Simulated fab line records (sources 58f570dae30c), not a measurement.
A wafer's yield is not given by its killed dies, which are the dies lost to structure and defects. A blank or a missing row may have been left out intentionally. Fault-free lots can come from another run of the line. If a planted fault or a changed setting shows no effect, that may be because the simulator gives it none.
A lot that was struck, set against a sound lot || flow berkeley-cmos170 || 14 steps out of a route of 331
Sound: these wafers, L783.1, L783.3, L783.4. Wafers struck: L801.2, L801.3, L801.4. Last of all comes the cause.
For every step that has rows: the tool of each side, followed by ch and its chambers, followed by its first start. Under that, the readings that differ: sound wafers || struck wafers || difference of the means || sigmas: that difference in standard deviations of wafers without a fault.
alike: readings whose means differ by less than 2 such deviations, and words and numbers that are the same on both sides. not compared: withheld readings, readings that some wafer has no value for, bounds like >300 that may hide the same value, and numbers for which the record gives no deviation and whose values overlap.
A row with sigmas, a row that says differs or no value, or rows on one side alone: a step with any of these is where the two part. Numbers that don't overlap but have no deviation are shown without sigmas and don't part them. A reading missing from all wafers of one side parts the sides only when that side holds two or more wafers.

UCB170_ACTIVE_ETCH_15: etches Si3N4 in CH3F/Ar/O2, stops on SiO2, target depth 242 nm, time 151 s.
  sound on rie-diel-03 ch 0,2,3, day 4 08:17; struck on rie-diel-04 ch 0,1,2, day 8 02:24
  alike: drypump-motor-current-A, oes-product-au, throttle-valve-pct
  not compared: rf-hours-counter-h
UCB170_ACTIVE_STRIP_16: strips in O2.
  sound on plasma-asher-02 ch 0,1, day 4 08:23; struck on plasma-asher-02 ch 0,1, day 8 02:30
  alike: chamber-pressure-mTorr, drypump-motor-current-A, oes-product-au, strip-time-to-endpoint-s
  not compared: rf-hours-counter-h
UCB170_ACTIVE_CD_MEAS_90: target cd 1200 nm.
  sound: cd-sem-01 at day 4 08:29; struck: cd-sem-01 at day 8 02:38
  alike: cd-nm
then, 7 steps without rows for these wafers: UCB170_ACTIVE_CLEAN_17 (cleans in SPM, time 600 s); UCB170_PFIELD_HMDS_00 (prime time 60 s); UCB170_PFIELD_COAT_01 (resist thk 900 nm); UCB170_PFIELD_SOFTBAKE_02 (time 60 s); UCB170_PFIELD_EXPOSE_03 (exposes mask PFIELD, target cd 1500 nm); UCB170_PFIELD_PEB_04; UCB170_PFIELD_DEVELOP_05 (develop time 45 s).
UCB170_PFIELD_OVL_MEAS_06:
  sound: overlay-01 at day 4 09:48; struck: overlay-02 at day 8 05:50
  alike: PFIELD_OVL
following that, these wafers have no rows for 1 step: UCB170_PFIELD_IMPLANT_07.
UCB170_PFIELD_STRIP_08: strips in O2.
  sound on plasma-asher-04 ch 0,1, day 4 09:59; struck on plasma-asher-04 ch 0,1, day 8 06:01
  no value came back on the struck wafers for chamber-pressure-mTorr (mTorr), drypump-motor-current-A (A), oes-product-au (a.u.), strip-time-to-endpoint-s (s); on the sound wafers chamber-pressure-mTorr (mTorr) reads 3503 3493 3499
{"reading": "model.KrF_of_PFIELD_COAT_01.thk-nm (nm)", "sound": "0 0 0", "struck": "884.5 883.9 883.4", "difference": "+883.9", "sigmas": ""}
  not compared: rf-hours-counter-h
UCB170_PFIELD_TW_MEAS_09:
  sound: film-metro-04 at day 4 10:05; struck: film-metro-02 at day 8 06:07
{"reading": "PFIELD_TW", "sound": "611 610 608", "struck": "595 595 596", "difference": -14, "sigmas": -2}

== WHERE THEY PART ==
First at UCB170_PFIELD_STRIP_08; last, within this record, at UCB170_PFIELD_TW_MEAS_09.

WHY: what the simulator had put in
At UCB170_PFIELD_STRIP_08, the step was skipped entirely on plasma-asher-04 from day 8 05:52 on. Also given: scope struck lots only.
